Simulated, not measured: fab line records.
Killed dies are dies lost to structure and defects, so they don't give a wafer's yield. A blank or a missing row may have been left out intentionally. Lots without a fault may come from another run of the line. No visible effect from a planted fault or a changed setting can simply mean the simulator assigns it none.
Which of the tools did it?	flow berkeleyCmos170	Sampling: 14 lots, 42 wafers, 5 of 331 route steps

WHAT EACH GAUGE READ, for each wafer
UCB170_START_BOW_MEAS_00.
lot	measured	on	INCOMING_BOW (um)
L181	day 1 15:01	filmMetro-04	1 12 -5
L182	day 1 20:01	filmMetro-01	-2 8 7
L185	day 2 11:00	filmMetro-02	1 -2 0
L186	day 2 16:00	filmMetro-02	-3 2 3
L187	day 2 21:02	filmMetro-01	-4 -3 -10
L188	day 3 02:01	filmMetro-01	4 10 1
L189	day 3 07:01	filmMetro-02	1 8 -6
L191	day 3 17:00	filmMetro-02	6 -4 2
L192	day 3 22:04	filmMetro-01	0 -14 -3
L193	day 4 03:00	filmMetro-02	0 3 6
L198	day 5 04:00	filmMetro-02	0 -3 -4
L199	day 5 09:00	filmMetro-04	-6 10 -3
L202	day 6 00:00	filmMetro-01	-8 2 -2
L203	day 6 05:00	filmMetro-04	-5 4 -13

UCB170_PLDD_TW_MEAS_11.
lot	measured	on	PLDD_TW
L181	day 7 22:40	filmMetro-01	1002 999 1003
L182	day 7 22:11	filmMetro-01	1000 1002 998
L185	day 8 07:37	filmMetro-04	1013 1019 1014
L186	day 8 08:31	filmMetro-01	1008 1003 998
L187	day 9 10:53	filmMetro-04	1026 1022 1020
L188	day 9 10:34	filmMetro-01	1002 1002 1000
L189	day 10 02:28	filmMetro-04	1022 1021 1022
L191	day 10 02:24	filmMetro-04	1023 1023 1024
L192	day 10 02:25	filmMetro-01	1009 1013 1002
L193	day 10 01:35	filmMetro-04	1019 1016 1024
L198	day 11 08:30	filmMetro-04	1162 1163 1168
L199	day 11 08:28	filmMetro-02	1142 1147 1134
L202	day 11 22:55	filmMetro-01	1002 1007 1007
L203	day 12 08:14	filmMetro-02	1007 1006 1007

UCB170_NSD_TW_MEAS_10.
lot	measured	on	NSD_TW
L181	day 8 11:59	filmMetro-01	4161 4171 4135
L182	day 8 12:27	filmMetro-04	4228 4208 4198
L185	day 8 20:48	filmMetro-01	4182 4151 4155
L186	day 8 20:05	filmMetro-02	4185 4189 4214
L187	day 10 00:12	filmMetro-01	4163 4200 4161
L188	day 10 00:08	filmMetro-01	4214 4198 4166
L189	day 10 14:24	filmMetro-02	4134 4123 4129
L191	day 10 13:41	filmMetro-02	4147 4120 4129
L192	day 10 13:52	filmMetro-04	4212 4199 4230
L193	day 10 13:19	filmMetro-01	4189 4180 4168
L198	day 11 19:52	filmMetro-04	4278 4235 4263
L199	day 11 20:03	filmMetro-01	4158 4146 4164
L202	day 12 10:20	filmMetro-01	4170 4152 4148
L203	day 12 20:30	filmMetro-02	4160 4188 4175

UCB170_SDANNEAL_RS_MEAS_04: a four-point-probe measurement.
lot	measured	on	PLDD_RS (ohm/sq)
L181	day 8 13:43	filmMetro-01	1029.8 1029.3 1031.5
L182	day 8 14:11	filmMetro-01	1033.6 1035.4 1037.2
L185	day 8 22:22	filmMetro-04	1035.7 1034.1 1029.6
L186	day 8 21:38	filmMetro-04	1031.3 1034.0 1034.8
L187	day 10 02:12	filmMetro-04	1029.2 1028.8 1029.4
L188	day 10 01:59	filmMetro-01	1036.0 1034.1 1030.2
L189	day 10 16:11	filmMetro-01	1031.0 1029.6 1032.0
L191	day 10 15:42	filmMetro-02	1026.9 1029.5 1031.2
L192	day 10 15:53	filmMetro-04	1031.9 1030.6 1030.7
L193	day 10 14:50	filmMetro-02	1031.5 1031.7 1030.4
L198	day 11 21:55	filmMetro-04	758.4 759.1 758.9
L199	day 11 22:48	filmMetro-02	760.4 759.0 758.8
L202	day 12 12:19	filmMetro-04	1027.7 1023.7 1025.3
L203	day 12 22:31	filmMetro-04	1036.5 1035.5 1031.4

TOOL THAT RAN EACH LOT (tool first, then ch and the chambers of the sampled wafers, then the start)
lot	UCB170_PLDD_IMPLANT_08
L181	implanter-01 ch 0, day 7 22:17
L182	implanter-02 ch 0, day 7 21:49
L185	implanter-03 ch 0, day 8 07:13
L186	implanter-03 ch 0, day 8 08:07
L187	implanter-03 ch 0, day 9 10:31
L188	implanter-02 ch 0, day 9 10:11
L189	implanter-01 ch 0, day 10 01:56
L191	implanter-03 ch 0, day 10 01:49
L192	implanter-02 ch 0, day 10 01:47
L193	implanter-03 ch 0, day 10 01:06
L198	implanter-02 ch 0, day 11 07:45
L199	implanter-01 ch 0, day 11 07:37
L202	implanter-03 ch 0, day 11 22:26
L203	implanter-03 ch 0, day 12 07:50
- UCB170_PLDD_IMPLANT_08

AS READ BY THE TOOLS THEMSELVES (means over the sampled wafers that have a number; for cases with no such wafer, the mark the record gives instead)
UCB170_PLDD_IMPLANT_08.
lot	tool	beamEnergyKeV
L181	implanter-01	9.997
L182	implanter-02	10.001
L185	implanter-03	10.000
L186	implanter-03	9.998
L187	implanter-03	10.002
L188	implanter-02	10.000
L189	implanter-01	10.000
L191	implanter-03	9.999
L192	implanter-02	10.003
L193	implanter-03	9.999
L198	implanter-02	10.000
L199	implanter-01	9.999
L202	implanter-03	10.002
L203	implanter-03	10.000

THE ANSWER, worked out from the rows above alone
Rule: the usual values come from the lots themselves. The widest of any qualifying gaps counts: lots, ordered by their means at a reading, are off when they make up no more than a third of the lots, leave a main group of 4 or more, and stand apart from it by 3 or more times the standard deviation of that group's means. Not used: any main group whose means are identical at the precision the tables above print for the reading. Also off: a lot with no number at a reading for which 4 or more lots have one. Any other lot the step has rows for is counted as sound. After the gauges, taken in route order, come the tools' own readings; for these a lot's mean is taken, as printed above. The first step at which some lot is off is used, and at that step the reading that is off furthest; a lot without a number counts as furthest.
Off: L198, L199, at UCB170_PLDD_TW_MEAS_11 (PLDD_TW). Main group: mean 1011, sd 8.8.
A tool fits if, at a process step before that reading, it ran every lot that is off, and no sound lot after the first of them. The gauges at UCB170_PLDD_TW_MEAS_11 are tried like those tools. Of those tried, none fits.

WHAT WAS PUT IN BY THE SIMULATOR
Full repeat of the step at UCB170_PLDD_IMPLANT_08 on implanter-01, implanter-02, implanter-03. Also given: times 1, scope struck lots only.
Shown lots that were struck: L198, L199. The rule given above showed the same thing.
